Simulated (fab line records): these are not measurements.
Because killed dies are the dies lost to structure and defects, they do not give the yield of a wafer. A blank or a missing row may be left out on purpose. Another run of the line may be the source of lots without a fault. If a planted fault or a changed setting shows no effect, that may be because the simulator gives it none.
fab line records	flow berkeley_cmos170	part 1 of 2: steps 1 to 26 of 35
[record] lots = 5	wafers = 15	last_day = 11
route steps=331 shown PWELL@49 WELLDRIVE@55 ACTIVE@60 PFIELD@79
lots untouched by any fault: they come from a run of this same line in which no faults occurred
start_h: start of the lot's first displayed wafer, in hours after the record's first day	wait_h: hours elapsed since this lot's preceding step	" identical to the entry in the row above	L1.1+2: a row that stands for several wafers	- no value, or no start was given	* or withheld: withheld	< > ~ a bound
route shown NAME@n: NAME is a module with steps in the file, n the number in the route of the first one	usual: average and standard deviation across the fault-free wafers	same: alike in all rows	chamber/n: place in a boat	sites: the reading at each site	_std_site: the standard deviation of these	_edge_site: the outer-site mean with the inner-site mean subtracted	radius_mm: how far each site lies from the wafer's centre	mask NAME#n: copy n	behind: tool/chamber where the wafer was last shaped	hold: the reason the lot was held/the length of the hold in hours/how it ended	device: which transistor (n, p or np) failed to switch	end of line: tests of these same wafers at the route's end	a step with no rows: only its recipe	killed: at the first sort, the dies lost to defects and structure; wafer yield is something else	map: the dies of a wafer, with x for killed, . for not killed, _ for no die there
set.NAME: setting as actually run; set.NAME@STEP: the setting as run at that earlier step	model.NAME: the simulator's own value behind a step, which no gauge read
lots seen at some steps along the route; tables by step, rows by wafer
services: the hour from which a tool's chamber was out of use, counted from the record's first day as start_h (under 0 if before that day), plus the number of hours and why
[[steps]]
[step UCB170_PWELL_IMPLANT_15]
[recipe] species = B	dose_cm2 = 5e+12	energy_kev = 60	tilt_deg = 7
[usual] beam_on_s = 9.97/0.2
lot.wafer	tool	chamber	start_h	wait_h	beam_on_s
L074.2	implanter-04	0	54.44	0.1	9.39
L074.4	"	0	"	"	9.82
L074.5	"	0	"	"	10.07
L075.1	implanter-02	0	54.46	0.1	9.82
L075.2	"	0	"	"	9.93
L075.4	"	0	"	"	10.03
L084.1	implanter-03	0	103.09	0.1	9.68
L084.5	"	0	"	"	10.08
L084.6	"	0	"	"	10.24
L085.3	implanter-04	0	105.10	0.1	10.10
L085.5	"	0	"	"	10.19
L085.6	"	0	"	"	9.98
L094.1	implanter-04	0	152.80	0.1	10.06
L094.2	"	0	"	"	9.64
L094.6	"	0	"	"	9.99
[step UCB170_PWELL_STRIP_16]
[recipe] chemistry = O2	power_w = 400	pressure_mtorr = 3500	platen_temp_c = withheld	o2_flow_sccm = 400	overash_fraction = 0.5
[usual] drypump_motor_current_A = 5.8/0.42	oes_product_au = 0.720/0.0044	strip_time_to_endpoint_s = 18.09/0.11
lot.wafer	tool	chamber	start_h	wait_h	drypump_motor_current_A	oes_product_au	rf_hours_counter_h	strip_time_to_endpoint_s
L074.2	plasma_asher-01	0	54.57	0.1	6.5	0.711	34	18.13
L074.4	"	1	"	"	5.5	0.721	-	17.95
L074.5	"	0	"	"	6.5	0.717	-	17.99
L075.1	plasma_asher-03	0	54.61	0.1	5.4	0.716	36	18.09
L075.2	"	1	"	"	5.4	0.719	36	18.01
L075.4	"	1	"	"	5.4	0.727	-	17.94
L084.1	plasma_asher-01	1	103.24	0.1	5.5	0.722	39	18.01
L084.5	"	1	"	"	5.5	0.717	-	17.96
L084.6	"	0	"	"	6.5	0.722	-	18.28
L085.3	plasma_asher-03	0	105.23	0.1	5.4	0.716	-	17.97
L085.5	"	0	"	"	5.4	0.714	-	17.96
L085.6	"	1	"	"	5.4	0.719	-	18.11
L094.1	plasma_asher-01	0	152.95	0.1	6.5	0.718	45	18.09
L094.2	"	1	"	"	5.5	0.724	45	18.16
L094.6	"	1	"	"	5.5	0.722	-	18.21
[step UCB170_PWELL_TW_MEAS_17]
[usual] PWELL_TW = 379.3/1.5
lot.wafer	tool	chamber	start_h	wait_h	PWELL_TW
L074.2	film_metro-04	-	54.68	0.1	381.5
L074.4	"	-	"	"	379.6
L074.5	"	-	"	"	379.7
L075.1	film_metro-01	-	54.71	0.1	380.1
L075.2	"	-	"	"	378.3
L075.4	"	-	"	"	380.0
L084.1	film_metro-04	-	103.34	0.1	375.9
L084.5	"	-	"	"	376.8
L084.6	"	-	"	"	378.4
L085.3	film_metro-03	-	105.32	0.1	379.7
L085.5	"	-	"	"	378.0
L085.6	"	-	"	"	379.1
L094.1	film_metro-03	-	153.05	0.1	381.0
L094.2	"	-	"	"	379.1
L094.6	"	-	"	"	379.9
[step UCB170_PWELL_CLEAN_18]
[recipe] chemistry = SPM	temp_c = 120	time_s = 600
[usual] bath_guard_temp_C = 119.9/0.38
lot.wafer	tool	chamber	start_h	wait_h	bath_guard_temp_C
L074.2	wet_bench-04	3	54.73	0.0	119.5
L074.4	"	3	"	"	120.0
L074.5	"	3	"	"	119.6
L075.1	wet_bench-04	3	54.92	0.2	119.7
L075.2	"	3	"	"	119.8
L075.4	"	3	"	"	119.7
L084.1	wet_bench-03	0	103.40	0.1	120.3
L084.5	"	0	"	"	120.4
L084.6	"	0	"	"	120.0
L085.3	wet_bench-04	2	107.03	1.7	119.6
L085.5	"	2	"	"	119.8
L085.6	"	2	"	"	119.9
L094.1	wet_bench-03	1	153.11	0.1	120.0
L094.2	"	1	"	"	119.7
L094.6	"	1	"	"	119.4
[step UCB170_PWELL_WET_ETCH_19]
[recipe] chemistry = H3PO4	target = Si3N4	temp_c = 160	time_s = 14400
[usual] bath_guard_temp_C = 159.8/0.36
lot.wafer	tool	chamber	start_h	wait_h	bath_guard_temp_C
L074.2	wet_bench-04	3	55.11	0.2	159.6
L074.4	"	3	"	"	159.9
L074.5	"	3	"	"	159.8
L075.1	wet_bench-01	3	55.98	0.9	159.8
L075.2	"	3	"	"	159.7
L075.4	"	3	"	"	159.8
L084.1	wet_bench-01	2	103.63	0.1	159.2
L084.5	"	2	"	"	159.2
L084.6	"	2	"	"	159.1
L085.3	wet_bench-04	3	107.22	0.0	160.1
L085.5	"	3	"	"	159.8
L085.6	"	3	"	"	159.7
L094.1	wet_bench-03	3	153.28	0.0	160.1
L094.2	"	3	"	"	160.1
L094.6	"	3	"	"	160.0
[step UCB170_PWELL_WET_ETCH_20]
[recipe] chemistry = BOE	dilution = 5:1	target = SiO2	temp_c = 25	time_s = 22
lot.wafer	tool	chamber	start_h	wait_h
L074.2+4+5	wet_bench-04	3	59.86	0.4
L075.1+2+4	wet_bench-01	0	59.99	0.0
L084.1+5+6	wet_bench-03	0	107.77	0.1
L085.3+5+6	wet_bench-01	3	111.89	0.7
L094.1+2+6	wet_bench-03	3	157.39	0.1
[step UCB170_WELLDRIVE_CLEAN_00]
[recipe] chemistry = SPM	temp_c = 120	time_s = 600
[usual] bath_guard_temp_C = 119.6/0.38
lot.wafer	tool	chamber	start_h	wait_h	bath_guard_temp_C
L074.2	wet_bench-04	3	59.98	0.1	120.0
L074.4	"	3	"	"	120.1
L074.5	"	3	"	"	119.9
L075.1	wet_bench-01	2	60.00	0.0	119.2
L075.2	"	2	"	"	118.9
L075.4	"	2	"	"	119.2
L084.1	wet_bench-01	2	107.82	0.0	119.0
L084.5	"	2	"	"	119.4
L084.6	"	2	"	"	119.4
L085.3	wet_bench-01	2	112.08	0.2	118.9
L085.5	"	2	"	"	119.1
L085.6	"	2	"	"	118.9
L094.1	wet_bench-03	1	157.76	0.3	119.5
L094.2	"	1	"	"	119.5
L094.6	"	1	"	"	119.8
[step UCB170_WELLDRIVE_OXIDATION_01]
[recipe] temp_c = 1100	ambient = O2	target_thk_a = 1990	ox_time_s = 9000
[usual] tube_center_temp_C = 1100/0.098
[same] ox_time_s = 9000
lot.wafer	tool	chamber	start_h	wait_h	tube_center_temp_C
L074.2	furnace-03	0	61.25	1.1	1100
L074.4	"	0	"	"	1100.1
L074.5	"	0	"	"	1100.1
L075.1	furnace-03	0	61.25	1.1	1100.2
L075.2	"	0	"	"	1100.1
L075.4	"	0	"	"	1099.9
L084.1	furnace-01	0	109.47	1.5	1100.1
L084.5	"	0	"	"	1100
L084.6	"	0	"	"	1100.2
L085.3	furnace-02	0	114.67	2.4	1100
L085.5	"	0	"	"	1100.1
L085.6	"	0	"	"	1100.1
L094.1	furnace-02	0	158.21	0.3	1100
L094.2	"	0	"	"	1099.9
L094.6	"	0	"	"	1100
[step UCB170_WELLDRIVE_THK_MEAS_02]
[recipe] reads = SiO2_of_WELLDRIVE_OXIDATION_01
[usual] WELLDRIVE_OXIDE_THK = 197/4
lot.wafer	tool	chamber	start_h	wait_h	WELLDRIVE_OXIDE_THK[nm]
L075.1	film_metro-01	-	64.75	0.0	192
L075.2	"	-	"	"	193
L075.4	"	-	"	"	196
L074.2	film_metro-02	-	64.76	0.0	199
L074.4	"	-	"	"	196
L074.5	"	-	"	"	196
L084.1	film_metro-02	-	112.97	0.0	200
L084.5	"	-	"	"	200
L084.6	"	-	"	"	198
L085.3	film_metro-03	-	118.19	0.0	206
L085.5	"	-	"	"	206
L085.6	"	-	"	"	203
L094.1	film_metro-02	-	161.71	0.0	199
L094.2	"	-	"	"	199
L094.6	"	-	"	"	202
[step UCB170_WELLDRIVE_ANNEAL_03]
[recipe] temp_c = 1100	time_s = 900	ambient = N2
[usual] tube_center_temp_C = 1100/0.1
lot.wafer	tool	chamber	start_h	wait_h	tube_center_temp_C
L074.2	furnace-03	0	66.41	1.6	1100
L074.4	"	0	"	"	1100.1
L074.5	"	0	"	"	1100
L075.1	furnace-03	0	66.41	1.7	1100
L075.2	"	0	"	"	1100.1
L075.4	"	0	"	"	1099.8
L084.1	furnace-03	0	115.21	2.2	1100
L084.5	"	0	"	"	1100
L084.6	"	0	"	"	1100
L085.3	furnace-02	0	122.83	4.6	1100.1
L085.5	"	0	"	"	1100
L085.6	"	0	"	"	1100
L094.1	furnace-02	0	164.71	3.0	1099.9
L094.2	"	0	"	"	1100.1
L094.6	"	0	"	"	1100.2
[step UCB170_WELLDRIVE_WET_ETCH_04]
[recipe] chemistry = BOE	dilution = 5:1	target = SiO2	temp_c = 25	time_s = 120
lot.wafer	tool	chamber	start_h	wait_h
L074.2+4+5	wet_bench-04	2	67.66	0.0
L075.1+2+4	wet_bench-04	1	67.66	0.0
L084.1+5+6	wet_bench-01	0	119.02	2.6
L085.3+5+6	wet_bench-03	0	124.08	0.0
L094.1+2+6	wet_bench-03	3	165.96	0.0
[step UCB170_ACTIVE_CLEAN_00]
[recipe] chemistry = SPM	temp_c = 120	time_s = 600
[usual] bath_guard_temp_C = 119.9/0.44
lot.wafer	tool	chamber	start_h	wait_h	bath_guard_temp_C
L074.2	wet_bench-04	0	67.70	0.0	119.7
L074.4	"	0	"	"	119.7
L074.5	"	0	"	"	119.2
L075.1	wet_bench-04	3	67.70	0.0	120.2
L075.2	"	3	"	"	119.9
L075.4	"	3	"	"	120.2
L084.1	wet_bench-01	3	119.52	0.4	120.0
L084.5	"	3	"	"	119.9
L084.6	"	3	"	"	119.7
L085.3	wet_bench-03	1	124.13	0.0	119.5
L085.5	"	1	"	"	119.3
L085.6	"	1	"	"	119.7
L094.1	wet_bench-01	0	166.00	0.0	120.4
L094.2	"	0	"	"	120.6
L094.6	"	0	"	"	120.5
[step UCB170_ACTIVE_CLEAN_01]
[recipe] chemistry = dHF	dilution = 25:1	time_s = 60
lot.wafer	tool	chamber	start_h	wait_h
L074.2+4+5	wet_bench-03	3	67.88	0.0
L075.1+2+4	wet_bench-03	1	67.88	0.0
L084.1+5+6	wet_bench-04	2	120.20	0.5
L085.3+5+6	wet_bench-04	3	124.32	0.0
L094.1+2+6	wet_bench-04	2	166.18	0.0
[step UCB170_ACTIVE_OXIDATION_02]
[recipe] temp_c = 1000	ambient = O2	target_thk_a = 264	ox_time_s = 1260
[usual] tube_center_temp_C = 1000/0.095
[same] ox_time_s = 1260
lot.wafer	tool	chamber	start_h	wait_h	tube_center_temp_C
L074.2	furnace-01	0	70.13	2.2	1000
L074.4	"	0	"	"	1000
L074.5	"	0	"	"	999.77
L075.1	furnace-01	0	70.13	2.2	1000
L075.2	"	0	"	"	1000.2
L075.4	"	0	"	"	1000
L084.1	furnace-02	0	126.92	6.7	1000.2
L084.5	"	0	"	"	999.96
L084.6	"	0	"	"	1000.1
L085.3	furnace-02	0	126.92	2.6	1000.1
L085.5	"	0	"	"	1000
L085.6	"	0	"	"	999.94
L094.1	furnace-04	0	168.38	2.2	1000
L094.2	"	0	"	"	1000
L094.6	"	0	"	"	1000.2
[step UCB170_ACTIVE_THK_MEAS_03]
[recipe] reads = SiO2_of_ACTIVE_OXIDATION_02
[usual] ACTIVE_OXIDE_THK = 26.3/0.54
lot.wafer	tool	chamber	start_h	wait_h	ACTIVE_OXIDE_THK[nm]
L075.1	film_metro-01	-	71.48	0.0	27.3
L075.2	"	-	"	"	26.9
L075.4	"	-	"	"	27.4
L074.2	film_metro-04	-	71.49	0.0	27.0
L074.4	"	-	"	"	27.0
L074.5	"	-	"	"	26.9
L085.3	film_metro-02	-	128.31	0.0	27.0
L085.5	"	-	"	"	26.5
L085.6	"	-	"	"	26.6
L084.1	film_metro-04	-	128.33	0.1	25.9
L084.5	"	-	"	"	26.3
L084.6	"	-	"	"	26.2
L094.1	film_metro-02	-	169.73	0.0	26.4
L094.2	"	-	"	"	26.1
L094.6	"	-	"	"	26.8
[step UCB170_ACTIVE_ANNEAL_04]
[recipe] temp_c = 1000	time_s = 900	ambient = N2
[usual] tube_center_temp_C = 1000/0.088
lot.wafer	tool	chamber	start_h	wait_h	tube_center_temp_C
L074.2	furnace-01	0	75.59	4.1	1000
L074.4	"	0	"	"	1000.1
L074.5	"	0	"	"	999.93
L075.1	furnace-01	0	75.59	4.1	1000.1
L075.2	"	0	"	"	1000
L075.4	"	0	"	"	1000.1
L084.1	furnace-02	0	132.27	3.9	999.99
L084.5	"	0	"	"	1000.1
L084.6	"	0	"	"	1000
L085.3	furnace-02	0	132.27	3.9	999.95
L085.5	"	0	"	"	999.97
L085.6	"	0	"	"	1000.2
L094.1	furnace-01	0	171.15	1.4	1000
L094.2	"	0	"	"	1000
L094.6	"	0	"	"	1000.1
[step UCB170_ACTIVE_CVD_05]
[recipe] material = Si3N4	target_thk_nm = 220	temp_c = 800	precursor = SiH2Cl2/NH3	time_s = 3300	pressure_mtorr = 200	sih2cl2_flow_sccm = 25	nh3_flow_sccm = 75
lot.wafer	tool	chamber	start_h	wait_h
L074.2+4+5	lpcvd-01	1	76.84	0.0
L075.1+2+4	lpcvd-01	1	76.84	0.0
L084.1+5+6	lpcvd-02	0	133.52	0.0
L085.3+5+6	lpcvd-02	0	133.52	0.0
L094.1+2+6	lpcvd-02	0	172.55	0.2
[step UCB170_ACTIVE_THK_MEAS_06]
[recipe] reads = Si3N4_of_ACTIVE_CVD_05
[usual] ACTIVE_NITRIDE_THK = 221.7/2.3
lot.wafer	tool	chamber	start_h	wait_h	ACTIVE_NITRIDE_THK[nm]
L075.1	film_metro-02	-	78.75	0.0	224.6
L075.2	"	-	"	"	225.0
L075.4	"	-	"	"	225.7
L074.2	film_metro-01	-	78.76	0.0	219.8
L074.4	"	-	"	"	220.3
L074.5	"	-	"	"	220.3
L084.1	film_metro-02	-	135.43	0.0	224.9
L084.5	"	-	"	"	224.8
L084.6	"	-	"	"	224.6
L085.3	film_metro-01	-	135.47	0.0	222.8
L085.5	"	-	"	"	220.2
L085.6	"	-	"	"	220.4
L094.1	film_metro-02	-	175.43	0.0	225.1
L094.2	"	-	"	"	225.9
L094.6	"	-	"	"	224.4
[step UCB170_ACTIVE_HMDS_07]
[recipe] prime_time_s = 60	prime_temp_c = 100
[usual] resist_line_temp_C = 22.98/0.11
lot.wafer	tool	chamber	start_h	wait_h	resist_line_temp_C
L074.2	litho_track-04	0	78.94	0.2	23.09
L074.4	"	0	"	"	23.04
L074.5	"	0	"	"	23.12
L075.1	litho_track-02	0	79.01	0.2	22.98
L075.2	"	0	"	"	23.09
L075.4	"	0	"	"	22.90
L084.1	litho_track-04	0	136.14	0.7	22.94
L084.5	"	0	"	"	22.82
L084.6	"	0	"	"	23.01
L085.3	litho_track-01	0	136.25	0.8	23.07
L085.5	"	0	"	"	23.01
L085.6	"	0	"	"	23.13
L094.1	litho_track-01	0	175.49	0.1	23.05
L094.2	"	0	"	"	22.96
L094.6	"	0	"	"	23.11
[step UCB170_ACTIVE_COAT_08]
[recipe] resist = KrF	spin_rpm = 1500	resist_thk_nm = 900
[usual] resist_line_temp_C = 23.01/0.1
lot.wafer	tool	chamber	start_h	wait_h	resist_line_temp_C
L074.2	litho_track-04	0	79.09	0.1	23.04
L074.4	"	0	"	"	23.00
L074.5	"	0	"	"	23.13
L075.1	litho_track-02	0	79.16	0.1	22.92
L075.2	"	0	"	"	22.87
L075.4	"	0	"	"	23.01
L084.1	litho_track-04	0	136.29	0.1	22.96
L084.5	"	0	"	"	22.94
L084.6	"	0	"	"	22.93
L085.3	litho_track-01	0	136.40	0.1	22.94
L085.5	"	0	"	"	23.02
L085.6	"	0	"	"	23.05
L094.1	litho_track-01	0	175.64	0.1	23.11
L094.2	"	0	"	"	23.21
L094.6	"	0	"	"	23.03
[step UCB170_ACTIVE_SOFTBAKE_09]
[recipe] resist = KrF	temp_c = 130	time_s = 60
[usual] heater_power_total_W = 56.80/0.042	resist_line_temp_C = 22.99/0.1
lot.wafer	tool	chamber	start_h	wait_h	heater_power_total_W	resist_line_temp_C
L074.2	litho_track-04	0	79.24	0.1	56.78	23.01
L074.4	"	0	"	"	56.84	23.08
L074.5	"	0	"	"	56.86	23.17
L075.1	litho_track-02	0	79.31	0.1	56.83	23.07
L075.2	"	0	"	"	56.79	22.82
L075.4	"	0	"	"	56.80	23.04
L084.1	litho_track-04	0	136.44	0.1	56.82	22.90
L084.5	"	0	"	"	56.79	22.97
L084.6	"	0	"	"	56.70	22.90
L085.3	litho_track-01	0	136.55	0.1	56.80	23.05
L085.5	"	0	"	"	56.73	23.00
L085.6	"	0	"	"	56.88	23.13
L094.1	litho_track-01	0	175.79	0.1	56.88	22.93
L094.2	"	0	"	"	56.84	22.95
L094.6	"	0	"	"	56.80	23.00
[step UCB170_ACTIVE_EXPOSE_10]
[recipe] mask_id = ACTIVE	target_cd_nm = 1200	na = 0.5	sigma_outer = 0.6	source_shape = conventional	dose_mj = 20
[usual] focus_offset_nm = 0.1/0.61
lot.wafer	tool	chamber	start_h	wait_h	mask	focus_offset_nm
L074.2	krf_scanner-01	0	79.51	0.2	ACTIVE#0	0.8
L074.4	"	0	"	"	ACTIVE#0	0.8
L074.5	"	0	"	"	ACTIVE#0	0.8
L075.1	krf_scanner-02	0	79.73	0.4	ACTIVE#0	0.5
L075.2	"	0	"	"	ACTIVE#0	0.3
L075.4	"	0	"	"	ACTIVE#0	0.5
L084.1	krf_scanner-02	0	136.59	0.1	ACTIVE#0	0.8
L084.5	"	0	"	"	ACTIVE#0	0.4
L084.6	"	0	"	"	ACTIVE#0	0.4
L085.3	krf_scanner-01	0	136.87	0.3	ACTIVE#0	-0.6
L085.5	"	0	"	"	ACTIVE#0	0.3
L085.6	"	0	"	"	ACTIVE#0	-0.1
L094.1	krf_scanner-02	0	175.94	0.1	ACTIVE#0	-0.3
L094.2	"	0	"	"	ACTIVE#0	0.2
L094.6	"	0	"	"	ACTIVE#0	-0.7
[step UCB170_ACTIVE_PEB_11]
[recipe] peb_temp_c = 130	peb_time_s = withheld	resist = KrF
[usual] heater_power_total_W = 56.79/0.043	resist_line_temp_C = 22.99/0.1
lot.wafer	tool	chamber	start_h	wait_h	heater_power_total_W	resist_line_temp_C
L074.2	litho_track-01	0	79.64	0.1	56.80	22.93
L074.4	"	0	"	"	56.75	22.96
L074.5	"	0	"	"	56.84	23.07
L075.1	litho_track-04	0	79.85	0.1	56.76	22.93
L075.2	"	0	"	"	56.75	23.00
L075.4	"	0	"	"	56.79	22.86
L084.1	litho_track-02	0	136.92	0.3	56.82	23.03
L084.5	"	0	"	"	56.78	23.05
L084.6	"	0	"	"	56.83	22.98
L085.3	litho_track-02	0	137.25	0.4	56.77	23.06
L085.5	"	0	"	"	56.83	23.09
L085.6	"	0	"	"	56.77	23.06
L094.1	litho_track-01	0	176.05	0.1	56.78	22.98
L094.2	"	0	"	"	56.70	22.98
L094.6	"	0	"	"	56.76	22.78
[step UCB170_ACTIVE_DEVELOP_12]
[recipe] developer = TMAH	develop_time_s = 45	resist = KrF	dev_temp_c = 21
[usual] resist_line_temp_C = 23.01/0.094
lot.wafer	tool	chamber	start_h	wait_h	resist_line_temp_C
L074.2	litho_track-01	0	-	-	23.01
L074.4	"	0	"	"	22.97
L074.5	"	0	"	"	23.21
L075.1	litho_track-04	0	-	-	23.08
L075.2	"	0	"	"	23.06
L075.4	"	0	"	"	23.04
L084.1	litho_track-02	0	-	-	22.94
L084.5	"	0	"	"	22.95
L084.6	"	0	"	"	22.98
L085.3	litho_track-02	0	-	-	23.01
L085.5	"	0	"	"	23.03
L085.6	"	0	"	"	23.08
L094.1	litho_track-01	0	-	-	23.03
L094.2	"	0	"	"	22.89
L094.6	"	0	"	"	23.02
[step UCB170_ACTIVE_CD_MEAS_13]
[recipe] target_cd_nm = 1200
[usual] cd_nm = 1199.6/1.3
lot.wafer	tool	chamber	start_h	wait_h	cd_nm
L074.2	cd_sem-02	-	79.91	-	1199.1
L074.4	"	-	"	"	1199.6
L074.5	"	-	"	"	1199.1
L075.1	cd_sem-02	-	80.13	-	1198.4
L075.2	"	-	"	"	1200.3
L075.4	"	-	"	"	1199.5
L084.1	cd_sem-01	-	137.26	-	1201.9
L084.5	"	-	"	"	1200.5
L084.6	"	-	"	"	1200.9
L085.3	cd_sem-01	-	137.54	-	1197.6
L085.5	"	-	"	"	1197.7
L085.6	"	-	"	"	1199.0
L094.1	cd_sem-01	-	176.33	-	1200.8
L094.2	"	-	"	"	1200.8
L094.6	"	-	"	"	1199.2
[step UCB170_ACTIVE_OVL_MEAS_14]
[usual] ACTIVE_OVL = 0/5.1
lot.wafer	tool	chamber	start_h	wait_h	ACTIVE_OVL[nm]
L074.2	overlay-01	-	80.01	0.1	0
L074.4	"	-	"	"	11
L074.5	"	-	"	"	-1
L075.1	overlay-02	-	80.25	0.1	6
L075.2	"	-	"	"	3
L075.4	"	-	"	"	-5
L084.1	overlay-02	-	137.38	0.1	-7
L084.5	"	-	"	"	-7
L084.6	"	-	"	"	-9
L085.3	overlay-02	-	137.63	0.1	2
L085.5	"	-	"	"	-5
L085.6	"	-	"	"	7
L094.1	overlay-02	-	176.45	0.1	3
L094.2	"	-	"	"	5
L094.6	"	-	"	"	4
